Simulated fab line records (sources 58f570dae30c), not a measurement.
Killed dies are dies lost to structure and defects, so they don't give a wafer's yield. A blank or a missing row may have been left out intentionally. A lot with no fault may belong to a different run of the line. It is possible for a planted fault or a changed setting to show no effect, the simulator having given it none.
What tool caused it? ; flow berkeley cmos170 ; Sampling: 14 lots, 42 wafers, 6 of 331 route steps

== WHAT THE GAUGES SHOWED, per wafer ==
UCB170_PLDD_TW_MEAS_11.
lot;measured;on;PLDD_TW
L327;day 6 19:38;film metro-04;1023 1022 1027
L326;day 6 19:52;film metro-02;1015 1018 1017
L329;day 7 09:32;film metro-03;1000 1007 1005
L330;day 7 10:23;film metro-02;1013 1017 1013
L328;day 7 10:56;film metro-02;1018 1017 1016
L334;day 8 00:00;film metro-02;1019 1016 1015
L332;day 8 04:39;film metro-04;1030 1034 1035
L337;day 9 01:57;film metro-03;1007 1012 1015
L341;day 9 17:54;film metro-04;1030 1030 1032
L343;day 9 18:10;film metro-03;1015 1017 1009
L344;day 9 21:04;film metro-04;1035 1035 1032
L342;day 9 21:21;film metro-04;1037 1038 1038
L346;day 10 11:58;film metro-04;1027 1028 1029
L347;day 10 20:50;film metro-02;1015 1014 1022

UCB170_NSD_CD_MEAS_06: the cd target is 1200 nm.
lot;measured;on;cd nm (nm)
L327;day 7 07:28;cd sem-02;1200.2 1199.9 1199.9
L326;day 7 07:05;cd sem-02;1201.5 1199.2 1201.6
L329;day 7 23:12;cd sem-01;1200.9 1200.9 1199.3
L330;day 7 22:57;cd sem-01;1199.8 1200.6 1202.2
L328;day 7 22:40;cd sem-01;1199.6 1198.5 1198.8
L334;day 8 10:56;cd sem-02;1200.7 1200.0 1201.1
L332;day 8 15:32;cd sem-01;1200.8 1201.2 1200.8
L337;day 9 13:11;cd sem-02;1200.7 1201.3 1201.4
L341;day 10 03:29;cd sem-02;1199.2 1200.0 1200.1
L343;day 10 03:58;cd sem-02;1199.7 1199.9 1199.2
L344;day 10 06:44;cd sem-01;1201.9 1203.1 1201.8
L342;day 10 06:56;cd sem-02;1200.9 1201.1 1200.1
L346;day 10 20:11;cd sem-02;1201.0 1200.9 1200.7
L347;day 11 07:59;cd sem-02;1199.4 1200.1 1198.7

UCB170_NSD_TW_MEAS_10.
lot;measured;on;NSD_TW
L327;day 7 07:50;film metro-03;4169 4158 4156
L326;day 7 07:28;film metro-04;4255 4249 4262
L329;day 7 23:36;film metro-04;4285 4237 4248
L330;day 7 23:21;film metro-03;4153 4171 4175
L328;day 7 23:05;film metro-04;4236 4261 4249
L334;day 8 11:20;film metro-04;4310 4291 4277
L332;day 8 15:56;film metro-02;4213 4219 4226
L337;day 9 13:35;film metro-02;4220 4208 4209
L341;day 10 03:54;film metro-04;4259 4258 4274
L343;day 10 04:23;film metro-04;4259 4237 4264
L344;day 10 07:08;film metro-03;4193 4184 4178
L342;day 10 07:21;film metro-04;4241 4243 4251
L346;day 10 20:35;film metro-04;4277 4256 4286
L347;day 11 08:24;film metro-02;4258 4256 4254

UCB170_SDANNEAL_RS_MEAS_02: the measuring method here is four-point-probe.
lot;measured;on;PSD_RS (ohm/sq)
L327;day 7 10:07;film metro-03;74.70 75.00 74.93
L326;day 7 09:33;film metro-02;75.50 75.67 75.52
L329;day 8 04:41;film metro-03;75.52 75.24 75.62
L330;day 8 04:49;film metro-04;75.37 75.53 75.35
L328;day 8 05:10;film metro-02;74.88 74.91 75.42
L334;day 8 13:58;film metro-02;75.19 75.52 75.39
L332;day 8 18:06;film metro-03;76.59 76.46 76.72
L337;day 9 16:03;film metro-02;76.49 76.08 76.05
L341;day 10 06:18;film metro-03;75.43 75.48 75.31
L343;day 10 05:49;film metro-02;74.72 75.42 75.04
L344;day 10 08:15;film metro-03;75.35 75.64 75.58
L342;day 10 08:28;film metro-02;75.15 75.55 75.60
L346;day 10 21:46;film metro-02;75.35 75.50 75.42
L347;day 11 09:50;film metro-03;76.00 76.06 75.71

== WHAT TOOL EACH LOT RAN ON (gives the tool, then ch and the chambers of the sampled wafers, and finally the start) ==
lot;UCB170_PSD_IMPLANT_08;UCB170_PSD_STRIP_09
L327;implanter-02 ch 0, day 7 03:51;plasma asher-03 ch 0,1, day 7 03:59
L326;implanter-01 ch 0, day 7 04:04;plasma asher-01 ch 0,1, day 7 04:11
L329;implanter-01 ch 0, day 7 19:41;plasma asher-03 ch 1, day 7 19:50
L330;implanter-04 ch 0, day 7 19:27;plasma asher-04 ch 0,1, day 7 19:36
L328;implanter-02 ch 0, day 7 19:34;plasma asher-01 ch 0,1, day 7 19:43
L334;implanter-01 ch 0, day 8 09:15;plasma asher-01 ch 1, day 8 09:22
L332;implanter-02 ch 0, day 8 13:59;plasma asher-03 ch 0,1, day 8 14:07
L337;implanter-02 ch 0, day 9 10:15;plasma asher-04 ch 0,1, day 9 10:24
L341;implanter-04 ch 0, day 10 00:52;plasma asher-01 ch 0, day 10 01:01
L343;implanter-01 ch 0, day 10 01:04;plasma asher-04 ch 0,1, day 10 01:13
L344;implanter-01 ch 0, day 10 05:07;plasma asher-04 ch 0,1, day 10 05:16
L342;implanter-04 ch 0, day 10 05:22;plasma asher-03 ch 0,1, day 10 05:31
L346;implanter-01 ch 0, day 10 17:46;plasma asher-04 ch 0,1, day 10 17:53
L347;implanter-04 ch 0, day 11 06:19;plasma asher-04 ch 0,1, day 11 06:28
- UCB170_PSD_IMPLANT_08
- UCB170_PSD_STRIP_09: strips in O2.

== WHAT THE TOOLS THEMSELVES READ (means of the sampled wafers that have a number; where no wafer has one, the mark that the record gives instead) ==
UCB170_PSD_IMPLANT_08.
lot;tool;beam energy keV;faraday current uA
L327;implanter-02;20.001;9451
L326;implanter-01;19.985;9184
L329;implanter-01;19.999;9213
L330;implanter-04;20.001;9190
L328;implanter-02;20.009;9443
L334;implanter-01;19.998;9301
L332;implanter-02;18.381;9565
L337;implanter-02;18.371;9185
L341;implanter-04;19.994;9072
L343;implanter-01;19.998;9185
L344;implanter-01;19.999;9228
L342;implanter-04;19.996;9359
L346;implanter-01;20.005;9423
L347;implanter-04;19.992;9553

UCB170_PSD_STRIP_09.
lot;tool;drypump motor current A (A);oes product au (a.u.);strip time to endpoint s (s)
L327;plasma asher-03;6.1;0.597;29.38
L326;plasma asher-01;5.6;0.601;29.37
L329;plasma asher-03;5.6;0.596;29.44
L330;plasma asher-04;6.3;0.600;29.40
L328;plasma asher-01;5.6;0.601;29.41
L334;plasma asher-01;5.9;0.600;29.39
L332;plasma asher-03;5.8;0.611;28.53
L337;plasma asher-04;6.1;0.608;28.73
L341;plasma asher-01;5.0;0.607;29.42
L343;plasma asher-04;6.3;0.601;29.32
L344;plasma asher-04;6.2;0.602;29.38
L342;plasma asher-03;5.8;0.600;29.34
L346;plasma asher-04;6.1;0.601;29.50
L347;plasma asher-04;6.3;0.596;29.34

== THE ANSWER, worked out from the rows above alone ==
Rule: usual is defined by the lots themselves. The widest of any qualifying gaps counts: lots, ordered by their means at a reading, are off when they make up no more than a third of the lots, leave a main group of 4 or more, and stand apart from it by 3 or more times the standard deviation of that group's means. The tables above print the reading to a certain number of digits; a main group whose means all agree to those digits is not used. A lot without any number at a reading at which 4 lots or more have one is off too. All remaining lots with rows at the step are treated as sound. The gauges are gone through in route order, then the tools' own readings, and for those a lot's mean is taken as printed above. At the first step where some lot is off, the reading lying furthest off is the one used; lots without a number count as furthest.
Off, at UCB170_PSD_IMPLANT_08 on beam energy keV: L332, L337. For the main group the mean is 19.998 and the standard deviation 0.0059.
If a tool, at that step or one of the process steps before it, ran each lot that is off and ran no sound lot following the first of them, it fits. One fits: implanter-02 at UCB170_PSD_IMPLANT_08. Its last sound lot is L328 (day 7 19:34), its first lot that is off L332 (day 8 13:59): a fault that began between those two fits.
The tool's own readings at UCB170_PSD_IMPLANT_08 bear it out: on the lots that are off they differ by more than 5 times the standard deviation of the sound lots' means. beam energy keV reads 18.376 there against 19.998 on the sound lots.

== WHAT WAS PUT IN BY THE SIMULATOR ==
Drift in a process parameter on implanter-02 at UCB170_PSD_IMPLANT_08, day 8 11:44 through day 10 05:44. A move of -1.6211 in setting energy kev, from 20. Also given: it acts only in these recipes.
Shown lots that were struck: L332, L337. This agrees with what the rule above found.
